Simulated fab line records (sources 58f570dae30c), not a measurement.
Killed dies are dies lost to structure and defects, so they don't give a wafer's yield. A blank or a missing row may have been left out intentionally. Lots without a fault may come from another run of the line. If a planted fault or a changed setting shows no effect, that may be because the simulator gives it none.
The tool behind it: which one? + flow berkeley-cmos170 + 14 lots, 42 wafers sampled, at 4 steps of a route of 331

WHAT THE GAUGES READ, wafer by wafer
UCB170_NLDD_CD_MEAS_06: target cd 1200 nm. Usual: cd-nm at 1199.8 nm, with a standard deviation of 1.5.
| lot  | measured     | on        | cd-nm (nm)           | flag |
|------|--------------|-----------|----------------------|------|
| L371 | day 7 13:52  | cd-sem-01 | 1198.8 1198.6 1199.5 |      |
| L373 | day 7 14:11  | cd-sem-01 | 1199.4 1199.8 1200.5 |      |
| L372 | day 7 14:26  | cd-sem-01 | 1200.0 1200.9 1199.2 |      |
| L370 | day 7 15:04  | cd-sem-02 | 1200.6 1199.6 1200.7 |      |
| L374 | day 8 07:52  | cd-sem-02 | 1199.6 1200.3 1199.8 |      |
| L375 | day 8 08:29  | cd-sem-02 | 1198.5 1198.8 1199.0 |      |
| L376 | day 9 04:35  | cd-sem-02 | 1202.1 1201.1 1200.7 |      |
| L378 | day 9 04:59  | cd-sem-01 | 1199.4 1198.0 1198.6 |      |
| L380 | day 9 10:49  | cd-sem-01 | 1199.1 1199.4 1200.8 |      |
| L386 | day 11 00:25 | cd-sem-01 | 1196.6 1197.6 1197.5 |      |
| L387 | day 11 00:43 | cd-sem-02 | 1202.2 1202.1 1200.7 |      |
| L385 | day 11 01:04 | cd-sem-01 | 1199.2 1201.2 1199.3 |      |
| L392 | day 12 03:44 | cd-sem-02 | 1197.7 1198.0 1196.5 |      |
| L391 | day 12 05:41 | cd-sem-01 | 1200.6 1201.0 1198.7 |      |

UCB170_SDANNEAL_RS_MEAS_04: measurement is done with a four-point probe. Usual: PLDD_RS 1031.3 ohm/sq, standard deviation 2.2.
| lot  | measured     | on            | PLDD_RS (ohm/sq)     | flag |
|------|--------------|---------------|----------------------|------|
| L371 | day 8 01:58  | film-metro-03 | 1032.2 1032.2 1030.9 |      |
| L373 | day 8 02:13  | film-metro-01 | 1030.8 1027.3 1032.2 |      |
| L372 | day 8 02:28  | film-metro-04 | 1033.1 1028.9 1031.7 |      |
| L370 | day 8 03:10  | film-metro-03 | 1029.6 1031.0 1029.9 |      |
| L374 | day 8 21:44  | film-metro-03 | 1030.5 1027.2 1034.4 |      |
| L375 | day 8 21:31  | film-metro-04 | 1034.6 1031.8 1031.5 |      |
| L376 | day 9 18:11  | film-metro-01 | 1031.9 1034.2 1035.1 |      |
| L378 | day 9 18:22  | film-metro-03 | 1032.7 1033.8 1032.5 |      |
| L380 | day 9 18:53  | film-metro-03 | 1033.5 1030.9 1033.3 |      |
| L386 | day 11 13:39 | film-metro-03 | 1029.9 1031.3 1031.4 |      |
| L387 | day 11 13:28 | film-metro-04 | 1029.3 1027.8 1025.8 |      |
| L385 | day 11 14:04 | film-metro-04 | 1030.5 1030.6 1033.1 |      |
| L392 | day 12 16:49 | film-metro-04 | 1030.8 1033.4 1031.8 |      |
| L391 | day 12 17:15 | film-metro-01 | 1028.8 1033.0 1030.9 |      |

UCB170_M1_OVL_MEAS_10. Usual: M1_OVL -1 nm, standard deviation 6.6.
| lot  | measured     | on         | M1_OVL (nm) | flag |
|------|--------------|------------|-------------|------|
| L371 | day 8 12:12  | overlay-02 | -9 -7 -12   |      |
| L373 | day 8 11:58  | overlay-01 | -7 -9 -3    |      |
| L372 | day 8 11:43  | overlay-02 | -3 5 2      |      |
| L370 | day 8 11:29  | overlay-01 | -6 -13 -7   |      |
| L374 | day 9 05:46  | overlay-02 | -10 -7 -6   |      |
| L375 | day 9 04:49  | overlay-02 | -9 -16 -18  |      |
| L376 | day 10 02:23 | overlay-01 | 7 -1 3      |      |
| L378 | day 10 03:23 | overlay-01 | 12 7 3      |      |
| L380 | day 10 03:53 | overlay-02 | 4 2 -1      |      |
| L386 | day 12 00:39 | overlay-02 | 6 5 18      |      |
| L387 | day 11 21:52 | overlay-02 | 5 -2 1      |      |
| L385 | day 12 00:52 | overlay-01 | -9 -3 2     |      |
| L392 | day 13 02:31 | overlay-01 | 4 -1 -5     |      |
| L391 | day 13 02:06 | overlay-01 | -5 0 3      |      |

EACH LOT AND THE TOOL THAT RAN IT (in order: tool; ch and the chambers of the sampled wafers; start)
| lot  | UCB170_SILICIDE_RTA_04           |
|------|----------------------------------|
| L371 | rtp-anneal-01 ch 0, day 8 02:29  |
| L373 | rtp-anneal-02 ch 0, day 8 02:43  |
| L372 | rtp-anneal-02 ch 0, day 8 02:59  |
| L370 | rtp-anneal-01 ch 0, day 8 03:40  |
| L374 | rtp-anneal-01 ch 0, day 8 22:14  |
| L375 | rtp-anneal-02 ch 0, day 8 22:01  |
| L376 | rtp-anneal-01 ch 0, day 9 18:41  |
| L378 | rtp-anneal-02 ch 0, day 9 18:52  |
| L380 | rtp-anneal-01 ch 0, day 9 19:25  |
| L386 | rtp-anneal-01 ch 0, day 11 14:10 |
| L387 | rtp-anneal-02 ch 0, day 11 14:01 |
| L385 | rtp-anneal-01 ch 0, day 11 14:34 |
| L392 | rtp-anneal-02 ch 0, day 12 17:20 |
| L391 | rtp-anneal-02 ch 0, day 12 17:46 |
- UCB170_SILICIDE_RTA_04: time 15 s.

WHAT THE TOOLS THEMSELVES READ (means of the sampled wafers that have a number; where no wafer has one, the mark that the record gives instead)
UCB170_SILICIDE_RTA_04. Usual: chamber-o2-ppm 1.998, standard deviation 0.024; lamp-power-pct 9.9 %, standard deviation 0.34; wafer_temp_C_max 652.7, standard deviation 0.71.
| lot  | tool          | chamber-o2-ppm | lamp-power-pct (%) | wafer_temp_C_max | flag |
|------|---------------|----------------|--------------------|------------------|------|
| L371 | rtp-anneal-01 | 1.983          | 10.3               | 652.5            |      |
| L373 | rtp-anneal-02 | 1.982          | 9.6                | 652.8            |      |
| L372 | rtp-anneal-02 | 2.013          | 9.6                | 653.7            |      |
| L370 | rtp-anneal-01 | 1.973          | 10.3               | 652.2            |      |
| L374 | rtp-anneal-01 | 2.017          | 10.3               | 652.1            |      |
| L375 | rtp-anneal-02 | 1.998          | 9.6                | 652.9            |      |
| L376 | rtp-anneal-01 | 1.995          | 10.3               | 652.1            |      |
| L378 | rtp-anneal-02 | 1.996          | 9.6                | 652.8            |      |
| L380 | rtp-anneal-01 | 2.004          | 10.3               | 652.1            |      |
| L386 | rtp-anneal-01 | 61.987         | 10.3               | 652.0            | OFF  |
| L387 | rtp-anneal-02 | 2.020          | 9.6                | 652.3            |      |
| L385 | rtp-anneal-01 | 62.008         | 10.3               | 652.1            | OFF  |
| L392 | rtp-anneal-02 | 1.989          | 9.6                | 652.7            |      |
| L391 | rtp-anneal-02 | 1.981          | 9.6                | 652.6            |      |

THE ANSWER, worked out from the rows above alone
Rule: a lot counts as off when the mean over its wafers that have a number is more than 3 standard deviations away from the usual mean. A lot without any number at a reading at which 4 lots or more have one is off too. The other lots that the step has rows for count as sound. Order of review: gauges by route order, followed by the tools' own readings, for which a lot's mean as printed above is used. The first step at which some lot is off is used, and at that step the reading that is off furthest; a lot without a number counts as furthest.
Off: L386, L385 (UCB170_SILICIDE_RTA_04, chamber-o2-ppm).
If a tool, at that step or one of the process steps before it, ran each lot that is off and ran no sound lot following the first of them, it fits. One fits: rtp-anneal-01 at UCB170_SILICIDE_RTA_04. A fault onset in the window from L380 (day 9 19:25, its last sound lot) to L386 (day 11 14:10, its first lot off) fits.
The tool's own readings at UCB170_SILICIDE_RTA_04 bear it out: on the lots that are off they differ by more than 5 times the standard deviation of the sound lots' means. chamber-o2-ppm reads 61.998 there against 1.996 on the sound lots.

WHAT THE SIMULATOR PUT IN
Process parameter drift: rtp-anneal-01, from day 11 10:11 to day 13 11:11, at UCB170_SILICIDE_RTA_04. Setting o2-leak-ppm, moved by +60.
Shown lots that were struck: L386, L385. The same result came from the rule above.
